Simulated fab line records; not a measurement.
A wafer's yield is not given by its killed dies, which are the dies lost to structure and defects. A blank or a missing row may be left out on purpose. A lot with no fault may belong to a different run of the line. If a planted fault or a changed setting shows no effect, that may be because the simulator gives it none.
Which tool was responsible? + flow berkeley cmos170 + 39 wafers from 13 lots sampled at 3 of the route's 331 steps

## WHAT THE GAUGES READ, wafer by wafer
UCB170_NWELL_THK_MEAS_02.
| lot  | measured    | on            | NWELL_OXIDE_THK (nm) |
|------|-------------|---------------|----------------------|
| L546 | day 2 03:44 | film metro-02 | 26.6 26.0 26.6       |
| L548 | day 2 10:17 | film metro-03 | 27.3 27.2 27.3       |
| L547 | day 2 10:19 | film metro-02 | 27.0 26.7 26.6       |
| L549 | day 2 19:56 | film metro-02 | 27.0 27.6 27.6       |
| L550 | day 3 02:15 | film metro-03 | 26.4 26.7 26.5       |
| L551 | day 3 02:15 | film metro-02 | 26.6 26.1 25.8       |
| L552 | day 3 10:27 | film metro-01 | 25.6 26.0 25.3       |
| L553 | day 3 18:35 | film metro-01 | 27.0 26.5 27.1       |
| L554 | day 3 18:35 | film metro-02 | 26.8 26.1 26.4       |
| L555 | day 3 18:38 | film metro-01 | 26.9 26.8 26.0       |
| L565 | day 6 01:22 | film metro-02 | 26.8 26.9 26.6       |
| L566 | day 6 08:10 | film metro-02 | 25.9 26.0 25.7       |
| L569 | day 7 03:38 | film metro-02 | 27.1 26.6 27.1       |

UCB170_SACOX_THK_MEAS_02.
| lot  | measured     | on            | SACOX_OXIDE_THK (nm) |
|------|--------------|---------------|----------------------|
| L546 | day 5 10:10  | film metro-04 | 14.42 14.18 14.38    |
| L548 | day 5 18:46  | film metro-04 | 14.53 14.50 14.49    |
| L547 | day 5 18:47  | film metro-02 | 14.53 14.72 14.39    |
| L549 | day 6 15:06  | film metro-04 | 14.14 14.05 14.17    |
| L550 | day 6 15:08  | film metro-02 | 14.28 14.18 14.04    |
| L551 | day 6 15:04  | film metro-02 | 14.21 14.59 14.21    |
| L552 | day 6 15:08  | film metro-04 | 13.92 13.65 14.11    |
| L553 | day 7 06:53  | film metro-04 | 14.37 14.53 14.57    |
| L554 | day 7 06:53  | film metro-01 | 14.38 14.41 14.21    |
| L555 | day 7 06:52  | film metro-02 | 14.34 14.69 14.61    |
| L565 | day 9 16:33  | film metro-01 | 17.09 17.34 17.29    |
| L566 | day 9 23:50  | film metro-01 | 17.25 17.18 17.11    |
| L569 | day 10 16:53 | film metro-04 | 14.48 14.33 14.26    |

UCB170_NVT_TW_MEAS_09.
| lot  | measured     | on            | NVT_TW      |
|------|--------------|---------------|-------------|
| L546 | day 5 23:43  | film metro-03 | 521 524 518 |
| L548 | day 6 05:38  | film metro-02 | 529 529 530 |
| L547 | day 6 05:46  | film metro-03 | 520 522 524 |
| L549 | day 7 04:38  | film metro-01 | 534 533 533 |
| L550 | day 7 04:53  | film metro-01 | 531 531 532 |
| L551 | day 7 04:49  | film metro-03 | 522 520 520 |
| L552 | day 7 04:20  | film metro-02 | 529 527 526 |
| L553 | day 7 21:52  | film metro-02 | 525 526 529 |
| L554 | day 7 22:02  | film metro-01 | 527 532 533 |
| L555 | day 7 21:44  | film metro-03 | 520 521 521 |
| L565 | day 10 07:27 | film metro-02 | 529 528 528 |
| L566 | day 10 13:31 | film metro-02 | 531 527 526 |
| L569 | day 11 06:22 | film metro-02 | 532 531 528 |

## EACH LOT AND THE TOOL THAT RAN IT (in order: tool; ch and the chambers of the sampled wafers; start)
There is no process step in the record ahead of these readings.

## AS READ BY THE TOOLS THEMSELVES (means over the sampled wafers that have a number; for cases with no such wafer, the mark the record gives instead)
The record holds no such reading with a usual standard deviation.

## THE ANSWER, worked out from the rows above alone
Rule: the usual values come from the lots themselves. Put in order of their means at a reading, lots are off if they are a third of the lots or fewer, leave a main group of 4 or more, and stand apart from it by a gap of 3 or more times the standard deviation of the main group's means; of several such gaps the widest counts. A main group whose means are all the same, to the digits that the tables above print for the reading, isn't used. Also off: a lot with no number at a reading for which 4 or more lots have one. The other lots that the step has rows for count as sound. The gauges are gone through in route order, then the tools' own readings, and for those a lot's mean is taken as printed above. At the first step where some lot is off, the reading lying furthest off is the one used; lots without a number count as furthest.
Off: at UCB170_SACOX_THK_MEAS_02 (SACOX_OXIDE_THK), L565, L566. Main group: mean 14.33 nm, sd 0.19.
If a tool, at a process step before that reading, ran all the lots that are off and no sound lot after the first of them, it fits. The gauges at UCB170_SACOX_THK_MEAS_02 are tried like those tools. One fits: film metro-01 at UCB170_SACOX_THK_MEAS_02. A fault onset in the window from L554 (day 7 06:53, its last sound lot) to L565 (day 9 16:33, its first lot off) fits.

## WHAT HAD BEEN PUT IN BY THE SIMULATOR
Metrology matching offset: film metro-01, from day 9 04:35 on, at UCB170_SACOX_THK_MEAS_02. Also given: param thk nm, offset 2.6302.
Lots struck among those shown: L565, L566. The rule above reached the same finding.
